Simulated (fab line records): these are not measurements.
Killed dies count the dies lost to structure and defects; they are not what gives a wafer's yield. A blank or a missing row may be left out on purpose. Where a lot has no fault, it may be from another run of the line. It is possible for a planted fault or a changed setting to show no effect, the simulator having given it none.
Which tool was responsible? | flow berkeley cmos170 | 14 lots, 42 wafers sampled, at 2 steps of a route of 331

## WHAT THE GAUGES SHOWED, per wafer
UCB170_PLDD_CD_MEAS_06: target cd 1200 nm.
lot  | measured     | on        | cd nm (nm)
L964 | day 6 16:06  | cd sem-02 | 1198.6 1198.5 1197.9
L962 | day 6 16:12  | cd sem-01 | 1197.7 1201.1 1200.8
L965 | day 6 19:01  | cd sem-02 | 1197.4 1197.5 1198.0
L966 | day 6 19:20  | cd sem-01 | 1200.7 1199.7 1201.2
L967 | day 7 09:52  | cd sem-01 | 1199.2 1199.2 1199.3
L968 | day 7 09:38  | cd sem-01 | 1199.2 1200.1 1199.3
L969 | day 7 15:25  | cd sem-02 | 1200.9 1202.2 1201.4
L970 | day 8 05:02  | cd sem-01 | 1200.4 1199.4 1199.6
L972 | day 8 18:20  | cd sem-02 | 1204.9 1205.9 1205.6 1204.7 1205.8 1205.4
L975 | day 8 23:13  | cd sem-01 | 1201.9 1200.4 1200.9
L979 | day 9 14:23  | cd sem-01 | 1206.3 1205.1 1205.8 1206.4 1204.6 1205.8
L982 | day 10 07:43 | cd sem-01 | 1200.9 1202.4 1200.9
L981 | day 10 08:10 | cd sem-02 | 1200.0 1200.0 1200.1
L980 | day 10 08:01 | cd sem-01 | 1199.1 1200.3 1200.2

## WHICH TOOL RAN EACH LOT (tool, then ch and the chambers of the sampled wafers, then the start)
lot  | UCB170_PLDD_SOFTBAKE_02
L964 | litho track-01 ch 0, day 6 14:50
L962 | litho track-02 ch 0, day 6 14:57
L965 | litho track-02 ch 0, day 6 18:21
L966 | litho track-01 ch 0, day 6 18:41
L967 | litho track-02 ch 0, day 7 08:58
L968 | litho track-04 ch 0, day 7 08:59
L969 | litho track-02 ch 0, day 7 14:45
L970 | litho track-01 ch 0, day 8 04:10
L972 | litho track-01 ch 0, day 8 17:40
L975 | litho track-02 ch 0, day 8 22:14
L979 | litho track-01 ch 0, day 9 13:14
L982 | litho track-04 ch 0, day 10 06:34
L981 | litho track-02 ch 0, day 10 07:01
L980 | litho track-04 ch 0, day 10 07:02
- UCB170_PLDD_SOFTBAKE_02: time 60 s.

## AS READ BY THE TOOLS THEMSELVES (means over the sampled wafers that have a number; for cases with no such wafer, the mark the record gives instead)
UCB170_PLDD_SOFTBAKE_02.
lot  | tool           | chill plate temp C (C) | heater power total W (W) | plate temp C (C)
L964 | litho track-01 | 23.02                  | 56.74                    | 130.06
L962 | litho track-02 | 23.04                  | 56.82                    | 129.91
L965 | litho track-02 | 22.96                  | 56.79                    | 130.09
L966 | litho track-01 | 23.02                  | 56.77                    | 130.11
L967 | litho track-02 | 23.16                  | 56.80                    | 129.90
L968 | litho track-04 | 22.96                  | 56.79                    | 130.18
L969 | litho track-02 | 23.17                  | 56.81                    | 130.09
L970 | litho track-01 | 23.10                  | 56.82                    | 129.94
L972 | litho track-01 | 23.02                  | 57.99                    | 132.06
L975 | litho track-02 | 23.03                  | 56.82                    | 130.03
L979 | litho track-01 | 23.04                  | 58.03                    | 132.10
L982 | litho track-04 | 22.97                  | 56.87                    | 129.96
L981 | litho track-02 | 23.12                  | 56.82                    | 129.94
L980 | litho track-04 | 23.06                  | 56.82                    | 129.93

## THE ANSWER, worked out from the rows above alone
Rule: usual is defined by the lots themselves. Put in order of their means at a reading, lots are off if they are a third of the lots or fewer, leave a main group of 4 or more, and stand apart from it by a gap of 3 or more times the standard deviation of the main group's means; of several such gaps the widest counts. Not used: any main group whose means are identical at the precision the tables above print for the reading. A lot without any number at a reading at which 4 lots or more have one is off too. All remaining lots with rows at the step are treated as sound. Order of review: gauges by route order, followed by the tools' own readings, for which a lot's mean as printed above is used. The first step at which some lot is off is used, and at that step the reading that is off furthest; a lot without a number counts as furthest.
Off, at UCB170_PLDD_CD_MEAS_06 on cd nm: L972, L979. For the main group the mean is 1199.9 nm and the standard deviation 1.1.
A tool fits if, at a process step before that reading, it ran every lot that is off, and no sound lot after the first of them. The gauges at UCB170_PLDD_CD_MEAS_06 aren't tried: what is off there is off at UCB170_PLDD_SOFTBAKE_02 too, on other tools, and a gauge's error can't cause that. One candidate fits, namely litho track-01 at UCB170_PLDD_SOFTBAKE_02. Its last sound lot is L970 (day 8 04:10), its first lot that is off L972 (day 8 17:40): a fault that began between those two fits.
The tool's own readings at UCB170_PLDD_SOFTBAKE_02 bear it out: on the lots that are off they differ by more than 5 times the standard deviation of the sound lots' means. heater power total W reads 58.01 W there against 56.81 W on the sound lots; plate temp C reads 132.08 C there against 130.01 C on the sound lots.

## WHAT HAD BEEN PUT IN BY THE SIMULATOR
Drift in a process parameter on litho track-01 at UCB170_PLDD_SOFTBAKE_02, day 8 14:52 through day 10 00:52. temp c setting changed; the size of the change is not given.
Struck lots among those shown: L972, L979. The rule given above showed the same thing.
